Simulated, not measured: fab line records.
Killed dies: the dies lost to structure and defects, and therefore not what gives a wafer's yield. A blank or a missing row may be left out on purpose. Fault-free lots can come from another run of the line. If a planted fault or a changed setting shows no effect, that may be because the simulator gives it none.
fab line records || flow rit-cmos
record {"lots": 16, "wafers": 48, "last-day": 7}
route steps=202 shown PSD@150
lots that met no fault: taken from a fault-free run of the same line
start-h: hours from the record's first day to the start of the lot's first wafer shown || wait-h: hours from the lot's prior step to this one || " identical to the entry in the row above || L1.1+2: a single row standing in for several wafers || - either no value or no given start || * or withheld: withheld || < > ~ a bound
route shown NAME@n: NAME is a module with steps in the file, n the number in the route of the first one || usual: mean and standard deviation over wafers with no fault || same: alike in all rows || chamber/n: place in a boat || sites: each site's reading || _std_site: the values' standard deviation || _edge_site: mean of outer sites minus mean of inner sites || radius-mm: how far each site lies from the wafer's centre || mask NAME#n: copy n || behind: tool/chamber where the wafer was last shaped || hold: reason for holding the lot/hours on hold/outcome of the hold || device: which transistor (n, p or np) failed to switch || end of line: tests of these same wafers at the route's end || a step given without rows: its recipe and nothing more || killed: count of dies lost to structure and defects at first sort (not the wafer's yield) || map: the dies of a wafer, with x for killed, . for not killed, _ for no die there
set.NAME: the setting that was run; set.NAME@STEP: the one run at that earlier step || model.NAME: the simulator's own value behind a step, which no gauge read
one table for each step of the route and one row for each wafer, over a sample of lots
services: a tool's chamber out of use, with start hour (start-h, from the record's first day; less than 0 if before it), hours out, and reason
## steps
# step RIT_PSD_IMPLANT_08
# recipe {"species": "BF2", "energy-kev": 27, "dose-cm2": 5e+15, "tilt-deg": 7}
# usual {"end-station-pressure-torr": "1.47e-05/1.1e-06", "implant-ion-amu": "49/0"}
{"lot.wafer": "L170.4", "tool": "implanter-02", "chamber": 0, "start-h": 53.14, "wait-h": 0.1, "end-station-pressure-torr": 1.51e-05, "implant-ion-amu": 49}
{"lot.wafer": "L170.5", "tool": "implanter-02", "chamber": 0, "start-h": 53.14, "wait-h": 0.1, "end-station-pressure-torr": 1.44e-05, "implant-ion-amu": 49}
{"lot.wafer": "L170.6", "tool": "implanter-02", "chamber": 0, "start-h": 53.14, "wait-h": 0.1, "end-station-pressure-torr": 1.58e-05, "implant-ion-amu": 49}
{"lot.wafer": "L171.2", "tool": "implanter-04", "chamber": 0, "start-h": 55.20, "wait-h": 0.1, "end-station-pressure-torr": 1.63e-05, "implant-ion-amu": 49}
{"lot.wafer": "L171.4", "tool": "implanter-04", "chamber": 0, "start-h": 55.20, "wait-h": 0.1, "end-station-pressure-torr": 1.56e-05, "implant-ion-amu": 49}
{"lot.wafer": "L171.6", "tool": "implanter-04", "chamber": 0, "start-h": 55.20, "wait-h": 0.1, "end-station-pressure-torr": 1.53e-05, "implant-ion-amu": 49}
{"lot.wafer": "L172.3", "tool": "implanter-04", "chamber": 0, "start-h": 60.49, "wait-h": 0.1, "end-station-pressure-torr": 1.64e-05, "implant-ion-amu": 49}
{"lot.wafer": "L172.5", "tool": "implanter-04", "chamber": 0, "start-h": 60.49, "wait-h": 0.1, "end-station-pressure-torr": 1.7e-05, "implant-ion-amu": 49}
{"lot.wafer": "L172.6", "tool": "implanter-04", "chamber": 0, "start-h": 60.49, "wait-h": 0.1, "end-station-pressure-torr": 1.59e-05, "implant-ion-amu": 49}
{"lot.wafer": "L173.2", "tool": "implanter-04", "chamber": 0, "start-h": 65.96, "wait-h": 0.1, "end-station-pressure-torr": 1.48e-05, "implant-ion-amu": 49}
{"lot.wafer": "L173.3", "tool": "implanter-04", "chamber": 0, "start-h": 65.96, "wait-h": 0.1, "end-station-pressure-torr": 1.53e-05, "implant-ion-amu": 49}
{"lot.wafer": "L173.6", "tool": "implanter-04", "chamber": 0, "start-h": 65.96, "wait-h": 0.1, "end-station-pressure-torr": 1.62e-05, "implant-ion-amu": 49}
{"lot.wafer": "L174.1", "tool": "implanter-01", "chamber": 0, "start-h": 69.67, "wait-h": 0.1, "end-station-pressure-torr": 1.42e-05, "implant-ion-amu": 49}
{"lot.wafer": "L174.4", "tool": "implanter-01", "chamber": 0, "start-h": 69.67, "wait-h": 0.1, "end-station-pressure-torr": 1.27e-05, "implant-ion-amu": 49}
{"lot.wafer": "L174.5", "tool": "implanter-01", "chamber": 0, "start-h": 69.67, "wait-h": 0.1, "end-station-pressure-torr": 1.4e-05, "implant-ion-amu": 49}
{"lot.wafer": "L175.3", "tool": "implanter-02", "chamber": 0, "start-h": 73.42, "wait-h": 0.1, "end-station-pressure-torr": 1.4e-05, "implant-ion-amu": 49}
{"lot.wafer": "L175.5", "tool": "implanter-02", "chamber": 0, "start-h": 73.42, "wait-h": 0.1, "end-station-pressure-torr": 1.34e-05, "implant-ion-amu": 49}
{"lot.wafer": "L175.6", "tool": "implanter-02", "chamber": 0, "start-h": 73.42, "wait-h": 0.1, "end-station-pressure-torr": 1.35e-05, "implant-ion-amu": 49}
{"lot.wafer": "L176.3", "tool": "implanter-01", "chamber": 0, "start-h": 81.55, "wait-h": 0.1, "end-station-pressure-torr": 1.24e-05, "implant-ion-amu": 49}
{"lot.wafer": "L176.4", "tool": "implanter-01", "chamber": 0, "start-h": 81.55, "wait-h": 0.1, "end-station-pressure-torr": 1.43e-05, "implant-ion-amu": 49}
{"lot.wafer": "L176.5", "tool": "implanter-01", "chamber": 0, "start-h": 81.55, "wait-h": 0.1, "end-station-pressure-torr": 1.35e-05, "implant-ion-amu": 49}
{"lot.wafer": "L177.2", "tool": "implanter-02", "chamber": 0, "start-h": 88.25, "wait-h": 0.1, "end-station-pressure-torr": 1.51e-05, "implant-ion-amu": 49}
{"lot.wafer": "L177.5", "tool": "implanter-02", "chamber": 0, "start-h": 88.25, "wait-h": 0.1, "end-station-pressure-torr": 1.28e-05, "implant-ion-amu": 49}
{"lot.wafer": "L177.6", "tool": "implanter-02", "chamber": 0, "start-h": 88.25, "wait-h": 0.1, "end-station-pressure-torr": 1.36e-05, "implant-ion-amu": 49}
{"lot.wafer": "L178.1", "tool": "implanter-01", "chamber": 0, "start-h": 90.73, "wait-h": 0.1, "end-station-pressure-torr": 1.35e-05, "implant-ion-amu": 49}
{"lot.wafer": "L178.5", "tool": "implanter-01", "chamber": 0, "start-h": 90.73, "wait-h": 0.1, "end-station-pressure-torr": 1.36e-05, "implant-ion-amu": 49}
{"lot.wafer": "L178.6", "tool": "implanter-01", "chamber": 0, "start-h": 90.73, "wait-h": 0.1, "end-station-pressure-torr": 1.28e-05, "implant-ion-amu": 49}
{"lot.wafer": "L179.3", "tool": "implanter-04", "chamber": 0, "start-h": 94.11, "wait-h": 0.1, "end-station-pressure-torr": 1.66e-05, "implant-ion-amu": 49}
{"lot.wafer": "L179.4", "tool": "implanter-04", "chamber": 0, "start-h": 94.11, "wait-h": 0.1, "end-station-pressure-torr": 1.48e-05, "implant-ion-amu": 49}
{"lot.wafer": "L179.5", "tool": "implanter-04", "chamber": 0, "start-h": 94.11, "wait-h": 0.1, "end-station-pressure-torr": 1.44e-05, "implant-ion-amu": 49}
{"lot.wafer": "L182.3", "tool": "implanter-04", "chamber": 0, "start-h": 113.15, "wait-h": 0.1, "end-station-pressure-torr": 1.53e-05, "implant-ion-amu": 49}
{"lot.wafer": "L182.5", "tool": "implanter-04", "chamber": 0, "start-h": 113.15, "wait-h": 0.1, "end-station-pressure-torr": 1.57e-05, "implant-ion-amu": 49}
{"lot.wafer": "L182.6", "tool": "implanter-04", "chamber": 0, "start-h": 113.15, "wait-h": 0.1, "end-station-pressure-torr": 1.57e-05, "implant-ion-amu": 49}
{"lot.wafer": "L183.4", "tool": "implanter-04", "chamber": 0, "start-h": 115.33, "wait-h": 0.1, "end-station-pressure-torr": 1.48e-05, "implant-ion-amu": 49}
{"lot.wafer": "L183.5", "tool": "implanter-04", "chamber": 0, "start-h": 115.33, "wait-h": 0.1, "end-station-pressure-torr": 1.6e-05, "implant-ion-amu": 49}
{"lot.wafer": "L183.6", "tool": "implanter-04", "chamber": 0, "start-h": 115.33, "wait-h": 0.1, "end-station-pressure-torr": 1.64e-05, "implant-ion-amu": 49}
{"lot.wafer": "L187.3", "tool": "implanter-01", "chamber": 0, "start-h": 146.34, "wait-h": 0.1, "end-station-pressure-torr": 1.46e-05, "implant-ion-amu": 75}
{"lot.wafer": "L187.4", "tool": "implanter-01", "chamber": 0, "start-h": 146.34, "wait-h": 0.1, "end-station-pressure-torr": 1.45e-05, "implant-ion-amu": 75}
{"lot.wafer": "L187.6", "tool": "implanter-01", "chamber": 0, "start-h": 146.34, "wait-h": 0.1, "end-station-pressure-torr": 1.37e-05, "implant-ion-amu": 75}
{"lot.wafer": "L188.3", "tool": "implanter-02", "chamber": 0, "start-h": 146.58, "wait-h": 0.1, "end-station-pressure-torr": 1.41e-05, "implant-ion-amu": 75}
{"lot.wafer": "L188.4", "tool": "implanter-02", "chamber": 0, "start-h": 146.58, "wait-h": 0.1, "end-station-pressure-torr": 1.43e-05, "implant-ion-amu": 75}
{"lot.wafer": "L188.6", "tool": "implanter-02", "chamber": 0, "start-h": 146.58, "wait-h": 0.1, "end-station-pressure-torr": 1.4e-05, "implant-ion-amu": 75}
{"lot.wafer": "L189.2", "tool": "implanter-04", "chamber": 0, "start-h": 159.83, "wait-h": 0.1, "end-station-pressure-torr": 1.56e-05, "implant-ion-amu": 75}
{"lot.wafer": "L189.3", "tool": "implanter-04", "chamber": 0, "start-h": 159.83, "wait-h": 0.1, "end-station-pressure-torr": 1.44e-05, "implant-ion-amu": 75}
{"lot.wafer": "L189.4", "tool": "implanter-04", "chamber": 0, "start-h": 159.83, "wait-h": 0.1, "end-station-pressure-torr": 1.37e-05, "implant-ion-amu": 75}
{"lot.wafer": "L190.2", "tool": "implanter-02", "chamber": 0, "start-h": 170.59, "wait-h": 0.1, "end-station-pressure-torr": 1.36e-05, "implant-ion-amu": 75}
{"lot.wafer": "L190.3", "tool": "implanter-02", "chamber": 0, "start-h": 170.59, "wait-h": 0.1, "end-station-pressure-torr": 1.47e-05, "implant-ion-amu": 75}
{"lot.wafer": "L190.4", "tool": "implanter-02", "chamber": 0, "start-h": 170.59, "wait-h": 0.1, "end-station-pressure-torr": 1.49e-05, "implant-ion-amu": 75}
# step RIT_SDANNEAL_RS_MEAS_04
# recipe {"thk-meas-gauge": "four-point-probe"}
# usual {"PSD_RS": "115.8/0.3"}
{"lot.wafer": "L170.4", "tool": "film-metro-04", "chamber": "-", "start-h": 54.15, "wait-h": 0.1, "PSD_RS[ohm/sq]": 116.2}
{"lot.wafer": "L170.5", "tool": "film-metro-04", "chamber": "-", "start-h": 54.15, "wait-h": 0.1, "PSD_RS[ohm/sq]": 116.0}
{"lot.wafer": "L170.6", "tool": "film-metro-04", "chamber": "-", "start-h": 54.15, "wait-h": 0.1, "PSD_RS[ohm/sq]": 115.8}
{"lot.wafer": "L171.2", "tool": "film-metro-04", "chamber": "-", "start-h": 56.36, "wait-h": 0.1, "PSD_RS[ohm/sq]": 115.5}
{"lot.wafer": "L171.4", "tool": "film-metro-04", "chamber": "-", "start-h": 56.36, "wait-h": 0.1, "PSD_RS[ohm/sq]": 115.5}
{"lot.wafer": "L171.6", "tool": "film-metro-04", "chamber": "-", "start-h": 56.36, "wait-h": 0.1, "PSD_RS[ohm/sq]": 116.0}
{"lot.wafer": "L172.3", "tool": "film-metro-01", "chamber": "-", "start-h": 61.35, "wait-h": 0.1, "PSD_RS[ohm/sq]": 115.8}
{"lot.wafer": "L172.5", "tool": "film-metro-01", "chamber": "-", "start-h": 61.35, "wait-h": 0.1, "PSD_RS[ohm/sq]": 115.7}
{"lot.wafer": "L172.6", "tool": "film-metro-01", "chamber": "-", "start-h": 61.35, "wait-h": 0.1, "PSD_RS[ohm/sq]": 115.9}
{"lot.wafer": "L173.2", "tool": "film-metro-04", "chamber": "-", "start-h": 66.78, "wait-h": 0.1, "PSD_RS[ohm/sq]": 115.5}
{"lot.wafer": "L173.3", "tool": "film-metro-04", "chamber": "-", "start-h": 66.78, "wait-h": 0.1, "PSD_RS[ohm/sq]": 115.6}
{"lot.wafer": "L173.6", "tool": "film-metro-04", "chamber": "-", "start-h": 66.78, "wait-h": 0.1, "PSD_RS[ohm/sq]": 115.6}
{"lot.wafer": "L174.1", "tool": "film-metro-04", "chamber": "-", "start-h": 70.51, "wait-h": 0.0, "PSD_RS[ohm/sq]": 115.5}
{"lot.wafer": "L174.4", "tool": "film-metro-04", "chamber": "-", "start-h": 70.51, "wait-h": 0.0, "PSD_RS[ohm/sq]": 115.7}
{"lot.wafer": "L174.5", "tool": "film-metro-04", "chamber": "-", "start-h": 70.51, "wait-h": 0.0, "PSD_RS[ohm/sq]": 115.7}
{"lot.wafer": "L175.3", "tool": "film-metro-04", "chamber": "-", "start-h": 74.22, "wait-h": 0.1, "PSD_RS[ohm/sq]": 115.5}
{"lot.wafer": "L175.5", "tool": "film-metro-04", "chamber": "-", "start-h": 74.22, "wait-h": 0.1, "PSD_RS[ohm/sq]": 115.6}
{"lot.wafer": "L175.6", "tool": "film-metro-04", "chamber": "-", "start-h": 74.22, "wait-h": 0.1, "PSD_RS[ohm/sq]": 115.7}
{"lot.wafer": "L176.3", "tool": "film-metro-02", "chamber": "-", "start-h": 82.35, "wait-h": 0.1, "PSD_RS[ohm/sq]": 116.0}
{"lot.wafer": "L176.4", "tool": "film-metro-02", "chamber": "-", "start-h": 82.35, "wait-h": 0.1, "PSD_RS[ohm/sq]": 116.1}
{"lot.wafer": "L176.5", "tool": "film-metro-02", "chamber": "-", "start-h": 82.35, "wait-h": 0.1, "PSD_RS[ohm/sq]": 116.1}
{"lot.wafer": "L177.2", "tool": "film-metro-02", "chamber": "-", "start-h": 89.17, "wait-h": 0.1, "PSD_RS[ohm/sq]": 116.2}
{"lot.wafer": "L177.5", "tool": "film-metro-02", "chamber": "-", "start-h": 89.17, "wait-h": 0.1, "PSD_RS[ohm/sq]": 116.3}
{"lot.wafer": "L177.6", "tool": "film-metro-02", "chamber": "-", "start-h": 89.17, "wait-h": 0.1, "PSD_RS[ohm/sq]": 116.3}
{"lot.wafer": "L178.1", "tool": "film-metro-02", "chamber": "-", "start-h": 91.55, "wait-h": 0.0, "PSD_RS[ohm/sq]": 115.9}
{"lot.wafer": "L178.5", "tool": "film-metro-02", "chamber": "-", "start-h": 91.55, "wait-h": 0.0, "PSD_RS[ohm/sq]": 116.0}
{"lot.wafer": "L178.6", "tool": "film-metro-02", "chamber": "-", "start-h": 91.55, "wait-h": 0.0, "PSD_RS[ohm/sq]": 116.0}
{"lot.wafer": "L179.3", "tool": "film-metro-04", "chamber": "-", "start-h": 94.91, "wait-h": 0.1, "PSD_RS[ohm/sq]": 116.1}
{"lot.wafer": "L179.4", "tool": "film-metro-04", "chamber": "-", "start-h": 94.91, "wait-h": 0.1, "PSD_RS[ohm/sq]": 115.9}
{"lot.wafer": "L179.5", "tool": "film-metro-04", "chamber": "-", "start-h": 94.91, "wait-h": 0.1, "PSD_RS[ohm/sq]": 115.9}
{"lot.wafer": "L182.3", "tool": "film-metro-01", "chamber": "-", "start-h": 113.95, "wait-h": 0.1, "PSD_RS[ohm/sq]": 115.9}
{"lot.wafer": "L182.5", "tool": "film-metro-01", "chamber": "-", "start-h": 113.95, "wait-h": 0.1, "PSD_RS[ohm/sq]": 116.2}
{"lot.wafer": "L182.6", "tool": "film-metro-01", "chamber": "-", "start-h": 113.95, "wait-h": 0.1, "PSD_RS[ohm/sq]": 116.2}
{"lot.wafer": "L183.4", "tool": "film-metro-02", "chamber": "-", "start-h": 116.12, "wait-h": 0.1, "PSD_RS[ohm/sq]": 116.4}
{"lot.wafer": "L183.5", "tool": "film-metro-02", "chamber": "-", "start-h": 116.12, "wait-h": 0.1, "PSD_RS[ohm/sq]": 116.4}
{"lot.wafer": "L183.6", "tool": "film-metro-02", "chamber": "-", "start-h": 116.12, "wait-h": 0.1, "PSD_RS[ohm/sq]": 115.9}
{"lot.wafer": "L187.3", "tool": "film-metro-02", "chamber": "-", "start-h": 147.14, "wait-h": 0.1, "PSD_RS[ohm/sq]": 50.6}
{"lot.wafer": "L187.4", "tool": "film-metro-02", "chamber": "-", "start-h": 147.14, "wait-h": 0.1, "PSD_RS[ohm/sq]": 50.6}
{"lot.wafer": "L187.6", "tool": "film-metro-02", "chamber": "-", "start-h": 147.14, "wait-h": 0.1, "PSD_RS[ohm/sq]": 50.5}
{"lot.wafer": "L188.3", "tool": "film-metro-01", "chamber": "-", "start-h": 147.38, "wait-h": 0.1, "PSD_RS[ohm/sq]": 50.4}
{"lot.wafer": "L188.4", "tool": "film-metro-01", "chamber": "-", "start-h": 147.38, "wait-h": 0.1, "PSD_RS[ohm/sq]": 50.4}
{"lot.wafer": "L188.6", "tool": "film-metro-01", "chamber": "-", "start-h": 147.38, "wait-h": 0.1, "PSD_RS[ohm/sq]": 50.4}
{"lot.wafer": "L189.2", "tool": "film-metro-01", "chamber": "-", "start-h": 160.65, "wait-h": 0.1, "PSD_RS[ohm/sq]": 50.4}
{"lot.wafer": "L189.3", "tool": "film-metro-01", "chamber": "-", "start-h": 160.65, "wait-h": 0.1, "PSD_RS[ohm/sq]": 50.4}
{"lot.wafer": "L189.4", "tool": "film-metro-01", "chamber": "-", "start-h": 160.65, "wait-h": 0.1, "PSD_RS[ohm/sq]": 50.4}
{"lot.wafer": "L190.2", "tool": "film-metro-01", "chamber": "-", "start-h": 171.39, "wait-h": 0.1, "PSD_RS[ohm/sq]": 50.6}
{"lot.wafer": "L190.3", "tool": "film-metro-01", "chamber": "-", "start-h": 171.39, "wait-h": 0.1, "PSD_RS[ohm/sq]": 50.6}
{"lot.wafer": "L190.4", "tool": "film-metro-01", "chamber": "-", "start-h": 171.39, "wait-h": 0.1, "PSD_RS[ohm/sq]": 50.5}
## services
{"tool": "implanter-04", "chamber": "-", "start-h": 124.59, "hours": 4.6, "kind": "pm"}
{"tool": "implanter-02", "chamber": "-", "start-h": 135.65, "hours": 5.0, "kind": "pm"}
## key
first-sign {"step": "RIT_PSD_IMPLANT_08", "reading": "implant-ion-amu", "direction": "up", "sigmas": "99+", "usual": 49, "struck": 75}
effect {"step": "RIT_SDANNEAL_RS_MEAS_04", "reading": "PSD_RS", "direction": "down", "sigmas": "99+", "usual": 115.8, "struck": 50.5}
met-at RIT_PSD_IMPLANT_08
struck-lots L187,L188,L189,L190
sort-left-out L187.3,L187.4,L187.6,L188.3,L188.4,L188.6,L189.2,L189.3,L189.4,L190.2,L190.3,L190.4
tester-left-out L187,L188,L189,L190
onset-between 115.33 146.34
fault {"kind": "wrong-recipe-download", "tool": "implanter-01,implanter-02,implanter-04", "chamber": "-", "onset-h": 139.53, "steps": "RIT_PSD_IMPLANT_08", "wrong-recipe.not-listed": 1}
# tester-left-out: of these lots the tester's yield and bins aren't shown, on N5 and GAA mostly nor the transistor test; their killed dies are dies lost to structure and defects alone, not to doping, threshold or leakage, so they don't give the yield
# sort-left-out: the simulated sort isn't trusted on such a fault, so these wafers' sort isn't shown, and their yield isn't known
